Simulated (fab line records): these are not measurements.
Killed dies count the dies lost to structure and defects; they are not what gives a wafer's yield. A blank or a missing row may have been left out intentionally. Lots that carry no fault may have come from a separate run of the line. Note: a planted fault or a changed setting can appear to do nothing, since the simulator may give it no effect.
Chamber matching + flow rit cmos + RIT_GATE_ETCH_19 on rie si-01 has 4 sister chambers
The step etches poly-Si in SF6/CHF3/O2, stops on SiO2, time 165 s, target depth 312.5 nm. 8 wafers are shown with their chamber, then 7 later ones without.

## WAFERS, EACH WITH ITS CHAMBER
| wafer  | chamber | throttle valve pct (%) | drypump motor current A (A) |
|--------|---------|------------------------|-----------------------------|
| L630.6 | 1       | 10.28                  | 5.7                         |
| L632.2 | 1       | 10.28                  | 5.6                         |
| L634.1 | 3       | 10.12                  | 5.9                         |
| L634.5 | 0       | 10.38                  | 5.2                         |
| L636.5 | 2       | 10.40                  | 6.1                         |
| L636.6 | 0       | 10.37                  | 5.2                         |
| L638.3 | 2       | 10.41                  | 6.1                         |
| L638.4 | 3       | 10.12                  | 5.9                         |

## WAFERS WHOSE CHAMBER IS MISSING
| wafer  | throttle valve pct (%) | drypump motor current A (A) |
|--------|------------------------|-----------------------------|
| L638.6 | 10.40                  | 6.1                         |
| L640.2 | 10.26                  | 5.6                         |
| L640.3 | 10.40                  | 6.1                         |
| L640.6 | 10.40                  | 6.2                         |
| L651.1 | 10.27                  | 5.6                         |
| L651.2 | 10.42                  | 6.2                         |
| L651.6 | 10.29                  | 5.6                         |

## WHICH CHAMBER EACH WENT THROUGH
| wafer  | from the rows above | in truth |
|--------|---------------------|----------|
| L638.6 | 2                   | 2        |
| L640.2 | 1                   | 1        |
| L640.3 | 2                   | 2        |
| L640.6 | 2                   | 2        |
| L651.1 | 1                   | 1        |
| L651.2 | 2                   | 2        |
| L651.6 | 1                   | 1        |
Correctly placed: 7 of 7. Number that these rows cannot place: 0. Number placed wrongly: 0.
How it was worked out, from the rows above alone: a wafer's distance from a chamber is the root of the sum, over the readings, of the square of ((its reading less the chamber's mean) divided by the reading's scatter). The wafer belongs to the nearest chamber; if the next one is less than 2 further off, it can't be placed. The mean given for a chamber averages the wafers shown for that chamber. The scatter: the root of (the sum of the squares of (reading less its chamber's mean) over the shown wafers, divided by (wafers less chambers)).
